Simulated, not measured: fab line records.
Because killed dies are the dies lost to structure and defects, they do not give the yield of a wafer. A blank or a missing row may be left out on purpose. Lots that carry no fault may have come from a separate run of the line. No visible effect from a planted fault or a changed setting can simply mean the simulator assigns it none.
A lot that was struck, set against a sound lot / flow rit-cmos / 29 out of 202 route steps
Sound: the wafers L844.1, L844.2, L844.5. Struck: wafers L843.1, L843.4, L843.6. The cause is named last.
Order at every step that has rows: each side's tool, ch and its chambers, its first start. Under that, the readings that differ: sound wafers / struck wafers / difference of the means / sigmas: that difference in standard deviations of wafers without a fault.
alike: a reading whose means differ by less than 2 such deviations, as well as words and numbers matching on both sides. not compared: withheld readings; readings where some wafer has no value; bounds like >300 that might hide an equal value; numbers whose values overlap and for which the record gives no deviation.
Wherever a step has rows on one side only, a row that says differs or no value, or a row with sigmas, the two part there. Numbers that don't overlap but have no deviation are shown without sigmas and don't part them. A reading missing from all wafers of one side parts the sides only when that side holds two or more wafers.

RIT_FOX2_THK_MEAS_01:
  sound on film-metro-01 at day 4 06:53; struck on film-metro-02 at day 3 21:41
  alike: FOX2_OXIDE_THK
then, 2 steps without rows for these wafers: RIT_FOX2_CLEAN_02 (cleans in dHF, time 180 s); RIT_FOX2_WET_ETCH_03 (etches Si3N4 in H3PO4, target depth 195 nm, time 2700 s).
RIT_FOX2_THK_MEAS_90:
  sound on film-metro-01 at day 4 07:46; struck on film-metro-02 at day 3 22:38
  alike: FIELD_OXIDE_LEFT_1_THK
then, 6 steps without rows for these wafers: RIT_NWELL_HMDS_00 (prime time 60 s); RIT_NWELL_COAT_01 (resist thk 1300 nm); RIT_NWELL_SOFTBAKE_02 (time 60 s); RIT_NWELL_EXPOSE_03 (exposes mask M2, target cd 43900 nm); RIT_NWELL_PEB_04; RIT_NWELL_DEVELOP_05 (develop time 68 s).
RIT_NWELL_OVL_MEAS_06:
  sound on overlay-02 at day 4 08:53; struck on overlay-02 at day 3 23:35
  alike: NWELL_OVL
then, 1 step without rows for these wafers: RIT_NWELL_HARDBAKE_07 (time 120 s).
RIT_NWELL_IMPLANT_08:
  sound on implanter-04 ch 0, day 4 09:17; struck on implanter-02 ch 0, day 4 00:11
RIT_NWELL_STRIP_09: strips in O2, time 180 s.
  sound on plasma-asher-04 ch 0,1, day 4 09:26; struck on plasma-asher-01 ch 1, day 4 00:20
  alike: drypump-motor-current-A
  not compared: rf-hours-counter-h
RIT_NWELL_TW_MEAS_10:
  sound on film-metro-04 at day 4 09:37; struck on film-metro-01 at day 4 00:44
reading=NWELL_TW; sound=2125 2124 2136; struck=2709 2730 2708; difference=+587; sigmas=+24
then, 6 steps without rows for these wafers: RIT_PWELL_HMDS_00 (prime time 60 s); RIT_PWELL_COAT_01 (resist thk 1300 nm); RIT_PWELL_SOFTBAKE_02 (time 60 s); RIT_PWELL_EXPOSE_03 (exposes mask M3, target cd 43700 nm); RIT_PWELL_PEB_04; RIT_PWELL_DEVELOP_05 (develop time 68 s).
RIT_PWELL_OVL_MEAS_06:
  sound on overlay-02 at day 4 10:40; struck on overlay-01 at day 4 04:53
  alike: PWELL_OVL
then, 2 steps without rows for these wafers: RIT_PWELL_HARDBAKE_07 (time 120 s); RIT_PWELL_IMPLANT_08.
RIT_PWELL_STRIP_09: strips in O2, time 180 s.
  sound on plasma-asher-03 ch 0,1, day 4 11:07; struck on plasma-asher-02 ch 0, day 4 05:23
  alike: drypump-motor-current-A
  not compared: rf-hours-counter-h
RIT_PWELL_TW_MEAS_10:
  sound on film-metro-03 at day 4 11:17; struck on film-metro-01 at day 4 05:37
  alike: PWELL_TW
then, 1 step without rows for these wafers: RIT_WELLDRIVE_ANNEAL_00 (time 14700 s).
RIT_WELLDRIVE_RS_MEAS_01: the measuring method here is four-point-probe.
  sound on film-metro-01 at day 4 17:01; struck on film-metro-01 at day 4 11:06
reading=NWELL_RS (ohm/sq); sound=275.3 275.2 274.9; struck=182.4 182.8 182.5; difference=-92.6; sigmas=-99 or more
RIT_M1_PROBE_99:
  sound wafers here have rows in the record (prober-02, day 5 22:49); struck ones have none

== WHERE THEY PART ==
Last at RIT_M1_PROBE_99 as far as this record goes, first at RIT_NWELL_TW_MEAS_10.

WHY: what the simulator had put in
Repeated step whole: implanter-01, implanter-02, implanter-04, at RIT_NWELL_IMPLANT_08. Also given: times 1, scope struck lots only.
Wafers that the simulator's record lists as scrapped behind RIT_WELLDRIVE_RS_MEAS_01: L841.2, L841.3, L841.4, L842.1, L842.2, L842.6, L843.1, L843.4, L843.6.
